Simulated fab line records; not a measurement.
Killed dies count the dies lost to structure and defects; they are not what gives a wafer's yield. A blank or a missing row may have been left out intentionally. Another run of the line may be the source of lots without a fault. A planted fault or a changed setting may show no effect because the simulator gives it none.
A single fault, viewed from 2 desks    flow berkeley-cmos170    only its own numbers are on each desk; what lay behind them is given at the end

## METROLOGY DESK
What the gauges read, lot by lot, whatever tool the lot ran on: means of the sampled wafers that have a number. If a lot's mean is further than 4 standard deviations from the usual mean, the lot is out of limits and carries the mark OUT (the distance appears in the brackets).
Columns: A = INCOMING_BOW at UCB170_START_BOW_MEAS_00, usual 0 um; B = PWELL_TW at UCB170_PWELL_TW_MEAS_17, usual 378; C = PVT_OVL at UCB170_PVT_OVL_MEAS_06, usual -1 nm
lot   first seen here  A   B               C
L385  day 1 10:00      2   382             6
L387  day 1 20:00      0   381             -3
L388  day 2 01:00      -3  378             -5
L392  day 2 21:02      -4  378             -4
L393  day 3 02:00      0   381             6
L394  day 3 07:01      1   360 (-6.0) OUT  -4
L395  day 3 12:00      -2  363 (-4.9) OUT  1
L396  day 3 17:00      -0  379             -4
L397  day 3 22:00      1   363 (-5.1) OUT  -5
L399  day 4 08:00      0   374             1
L402  day 4 23:00      1   377             4
L404  day 5 09:01      4   378             1
L406  day 5 19:02      3   373             -1
L407  day 6 00:02      -2  380             -3
L408  day 6 05:01      -8  381             6
This desk's finding: out of limits on L394, L395, L397; first on L394, day 5 06:23 (PWELL_TW at UCB170_PWELL_TW_MEAS_17). L385, L387, L388, L392, L393, L396, L399, L402, L404, L406, L407, L408: within limits.

## AT THE TOOL OWNER'S DESK: implanter-02
For each lot that ran on this tool, the mean over its sampled wafers that have a number, from the tool's own readings at UCB170_PWELL_IMPLANT_15. If a lot's mean is further than 4 standard deviations from the usual mean, the lot is out of limits and carries the mark OUT (the distance appears in the brackets).
Columns: A = beam-energy-keV at UCB170_PWELL_IMPLANT_15, usual 60.005; B = dose-ions-cm2 at UCB170_PWELL_IMPLANT_15, usual 5.001e+12; C = faraday-current-uA at UCB170_PWELL_IMPLANT_15, usual 15.9
lot   first seen here  A       B                            C
L387  day 3 14:26      60.030  4.999e+12                    16.1
L394  day 5 06:08      59.992  4.371e+12 (-99 or more) OUT  14.0 (-6.2) OUT
L395  day 5 14:55      60.000  4.369e+12 (-99 or more) OUT  14.0 (-6.1) OUT
L397  day 5 19:41      59.993  4.365e+12 (-99 or more) OUT  14.0 (-6.1) OUT
L408  day 8 11:35      60.000  5.001e+12                    15.7
This desk's verdict: out of limits on L394, L395, L397, starting with L394 at day 5 06:08 (dose-ions-cm2 at UCB170_PWELL_IMPLANT_15). L387, L408: within limits.

## BROUGHT TOGETHER
An alarm could have come from the tool owner's desk at day 5 06:08, on L394, L395, L397.
Metrology desk: alarm possible at day 5 06:23 on L394, L395, L397.
Every lot named ran UCB170_PWELL_IMPLANT_15 on implanter-02.

## WHAT HAD BEEN PUT IN BY THE SIMULATOR
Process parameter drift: implanter-02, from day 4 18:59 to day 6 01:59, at UCB170_PWELL_IMPLANT_15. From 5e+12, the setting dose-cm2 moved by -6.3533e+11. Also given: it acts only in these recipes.
Lots struck among those shown: L394, L395, L397.
Delay (hours) between the fault's onset and each desk's first out-of-limits reading: 11 at the tool owner's desk, 11 at the metrology desk.
